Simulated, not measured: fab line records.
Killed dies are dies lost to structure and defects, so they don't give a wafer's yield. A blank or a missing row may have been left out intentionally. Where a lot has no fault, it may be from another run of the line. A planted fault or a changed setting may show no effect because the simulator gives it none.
Problem report in the 8D (eight disciplines) form, filled by code || flow rit_cmos || the parts of the form that need people (team, actions taken, sign-off) are left out

1. THE ISSUE
Mean NSD_OVL at RIT_NSD_OVL_MEAS_06: 358.3 nm over 9 wafers in 3 lots; fault-free wafers: -0.8 nm, standard deviation 1.5. That is +99 or more standard deviations from the usual mean.
Seen first at day 4 21:27 on overlay-02, wafer L625.1. The record has a number at this step for 36 wafers belonging to 12 lots. By rule, "out" or "out of limits" means more than 4 standard deviations away from the usual mean. The other wafers with a number count as sound.

2. WHAT IT IS, AND WHAT IT ISN'T
{"question": "which readings at this step", "is": "NSD_OVL", "is not": "-"}
{"question": "which lots", "is": "L625, L627, L632", "is not": "L616, L617, L618, L619, L620, L621, L622, L636, L639"}
{"question": "which wafers of those lots", "is": "all that have a number", "is not": "-"}
{"question": "read on which gauges", "is": "overlay-01, overlay-02", "is not": "-"}
{"question": "when", "is": "from day 4 21:27", "is not": "up to then (21 sound wafers); but 6 sound wafers of L636, L639 came after"}

3. SUSPECTS, AND WHAT RULES EACH OUT
Counting: a tool at a process step up to the reading stays a suspect if it ran every lot that is out and no sound lot after the first of them.
- ruled out: the gauge at RIT_NSD_OVL_MEAS_06. The wafers that are out were read on 2 gauges (overlay-01, overlay-02).
- iline_stepper-02 at RIT_NSD_EXPOSE_03 (exposes mask M9, target cd 40700 nm): kept. All lots that are out passed through it, beginning with L625 at day 4 20:47, and no sound lot followed; its final sound lot before that point was L618 at day 3 08:55.
Remaining after the count: iline_stepper-02 at RIT_NSD_EXPOSE_03.

4. THE CAUSE (what the simulator had put in)
Scanner matching overlay: iline_stepper-02, from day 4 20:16 on, at RIT_NSD_EXPOSE_03. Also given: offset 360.
Only this tool survived the counting.

5. THE CHAIN OF EFFECTS, in route order
Rows list readings where the struck wafers' mean (over those with a number) sits beyond 3 standard deviations from the usual. Only readings whose record carries a usual standard deviation are examined. hours: median over the lots of the time between each lot's start at the first step of this table that gives one and its start at this step. sigmas: the change, counted in usual standard deviations.
{"hours": 0, "step": "RIT_NSD_OVL_MEAS_06", "reading": "NSD_OVL", "usual": "-0.8 nm", "on struck wafers": 358.3, "change": "+359.1", "sigmas": "+99 or more"}

6. WHAT WOULD HAVE CAUGHT IT SOONER
In this record the first reading out of limits at a measuring or inspecting step was taken at day 4 21:27, 1 hour after the fault began at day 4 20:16.
Lots out: 3; of these, L627, L632 started RIT_NSD_EXPOSE_03 on iline_stepper-02 after day 4 21:27. A hold on the tool at that time would have spared those 2.
